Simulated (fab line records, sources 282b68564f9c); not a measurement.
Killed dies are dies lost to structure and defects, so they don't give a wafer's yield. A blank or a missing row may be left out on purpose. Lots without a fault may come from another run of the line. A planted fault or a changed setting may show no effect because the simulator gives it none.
A struck lot beside a sound one | flow rit_cmos | 27 steps out of a route of 202
Sound: wafers L331.1, L331.2, L331.3. Struck: wafers L328.1, L328.3, L328.4. The cause comes at the end.
At each step with rows: each side's tool, then ch and its chambers, then its first start. Under that, the readings that differ: sound wafers | struck wafers | difference of the means | sigmas: that difference in standard deviations of wafers without a fault.
alike: readings whose means differ by less than 2 such deviations, and words and numbers that are the same on both sides. not compared: withheld readings, readings that some wafer has no value for, bounds like >300 that may hide the same value, and numbers for which the record gives no deviation and whose values overlap.
The two part at a step that has a row with sigmas, a row that says differs or no value, or rows on one side only. Numbers that don't overlap but have no deviation are shown without sigmas and don't part them. A reading that every wafer of one side lacks parts them only if that side has two wafers or more.

RIT_SDANNEAL_RTA_03: time 5 s.
  sound on rtp_anneal-02 ch 0, day 6 06:26; struck on rtp_anneal-01 ch 0, day 5 14:45
  alike: wafer_temp_C_max
RIT_SDANNEAL_RS_MEAS_04: measures by four-point-probe.
  sound on film_metro-03, day 6 06:29; struck on film_metro-03, day 5 14:49
  reading         | sound                | struck               | difference | sigmas
  PSD_RS (ohm/sq) | 116.46 116.18 116.32 | 115.67 115.97 115.87 | -0.48      | -2
RIT_SDANNEAL_RS_MEAS_05: measures by four-point-probe.
  sound on film_metro-03, day 6 06:37; struck on film_metro-03, day 5 14:56
  alike: NSD_RS
RIT_SDANNEAL_RS_MEAS_06: measures by four-point-probe.
  sound on film_metro-03, day 6 06:44; struck on film_metro-03, day 5 15:03
  alike: PLDD_RS
RIT_SDANNEAL_RS_MEAS_07: measures by four-point-probe.
  sound on film_metro-03, day 6 06:51; struck on film_metro-03, day 5 15:10
  alike: NLDD_RS
then, 1 step without rows for these wafers: RIT_SILICIDE_WET_ETCH_00 (etches SiO2 in BOE, target depth 14 nm, time 15 s).
RIT_SILICIDE_SPUTTER_01: material Ti, target thk 30 nm, time 240 s.
  sound on pvd_sputter-01, day 6 06:59; struck on pvd_sputter-02, day 5 15:18
  alike: throttle_valve_pct
RIT_SILICIDE_RS_MEAS_02: measures by four-point-probe.
  sound on film_metro-01, day 6 07:08; struck on film_metro-01, day 5 15:27
  alike: SILICIDE_TI_RS
RIT_SILICIDE_THK_MEAS_03: measures by xrf.
  sound on film_metro-01, day 6 07:16; struck on film_metro-01, day 5 15:34
  alike: SILICIDE_TI_THK
RIT_SILICIDE_RTA_04: time 10 s, ramp up 5 s, ramp down 5 s.
  sound on rtp_anneal-02 ch 0, day 6 07:19; struck on rtp_anneal-02 ch 0, day 5 15:38
  alike: wafer_temp_C_max
then, 1 step without rows for these wafers: RIT_SILICIDE_WET_ETCH_05 (etches Ti in SPM, time 120 s).
RIT_SILICIDE_RTA_06: time 10 s, ramp up 5 s, ramp down 10 s.
  sound on rtp_anneal-02 ch 0, day 6 07:25; struck on rtp_anneal-01 ch 0, day 5 15:44
  alike: wafer_temp_C_max
RIT_CONTACT_CVD_00: deposits SiO2 from TEOS, target thk 400 nm, time 61 s.
  sound on pecvd-03 ch 0,1,2, day 6 07:29; struck on pecvd-03 ch 0,1,2, day 5 15:49
  no value came back on the struck wafers for heater_power_w (W), rf_fwd_power_W (W); on the sound wafers heater_power_w (W) reads 339 325 379
then, 6 steps without rows for these wafers: RIT_CONTACT_HMDS_02 (prime time 60 s); RIT_CONTACT_COAT_03 (resist thk 1000 nm); RIT_CONTACT_SOFTBAKE_04 (time 60 s); RIT_CONTACT_EXPOSE_05 (exposes mask M11, target cd 1000 nm); RIT_CONTACT_PEB_06; RIT_CONTACT_DEVELOP_07 (develop time 120 s).
RIT_CONTACT_CD_MEAS_08: target cd 1000 nm.
  sound on cd_sem-02, day 6 08:34; struck on cd_sem-01, day 5 17:10
  alike: cd_nm
RIT_CONTACT_OVL_MEAS_09:
  sound on overlay-01, day 6 08:41; struck on overlay-02, day 5 17:17
  alike: CONTACT_OVL
then, 1 step without rows for these wafers: RIT_CONTACT_HARDBAKE_10 (time 60 s).
RIT_CONTACT_ETCH_11: etches SiO2 in CHF3/CF4/Ar, stops on TiSi2, target depth 480 nm, time 320 s.
  sound on rie_diel-02 ch 0,1,3, day 6 08:52; struck on rie_diel-04 ch 0,1,3, day 5 17:28
  reading                             | sound             | struck            | difference | sigmas
  oes_product_au (a.u.)               | 0.993 1.011 0.992 | 0.932 0.930 0.953 | -0.060     | -6
  rf_hours_counter_h (h)              | 88 6 19           | 149 98 100        | +78        |
  model.etch.depth_nm (nm)            | 402.4 399.1 396.8 | 0 0 0             | -399       |
  model.CONTACT.feature_depth_nm (nm) | 402.4 399.1 396.8 | 1e-09 1e-09 1e-09 | -4e+02     |
  alike: CHF3_flow_sccm, chamber_pressure_mTorr, drypump_motor_current_A, throttle_valve_pct
RIT_CONTACT_STRIP_12: strips in O2, time 180 s.
  sound on plasma_asher-04 ch 0,1, day 6 09:04; struck on plasma_asher-04 ch 0,1, day 5 17:40
  alike: chamber_pressure_mTorr, drypump_motor_current_A
  not compared: rf_hours_counter_h
RIT_CONTACT_CD_MEAS_90: target cd 1000 nm.
  sound on cd_sem-01, day 6 09:14; struck on cd_sem-02, day 5 17:50
  reading    | sound              | struck | difference                    | sigmas
  cd_nm (nm) | 1000.0 999.5 999.9 | - - -  | no value on the struck wafers |
then, 1 step without rows for these wafers: RIT_CONTACT_CLEAN_13 (cleans in SC1, time 600 s).
RIT_M1_PROBE_99:
  sound on prober-01, day 6 13:58; struck on prober-02, day 5 22:31
  reading            | sound | struck      | difference | sigmas
  killed_at_contacts | 0 0 1 | 262 264 263 | +263       | +99 or more
  killed_dies        | 6 9 6 | 264 264 264 | +257       | +89
  killed_on_rim      | 1 0 1 | 70 70 70    | +69        | +50
  killed_short       | 4 6 3 | 0 0 1       | -4         | -2
  alike: killed_at_front_end, killed_open

WHERE THEY PART
First at RIT_SDANNEAL_RS_MEAS_04; last, within this record, at RIT_M1_PROBE_99.

WHY: what the simulator had put in
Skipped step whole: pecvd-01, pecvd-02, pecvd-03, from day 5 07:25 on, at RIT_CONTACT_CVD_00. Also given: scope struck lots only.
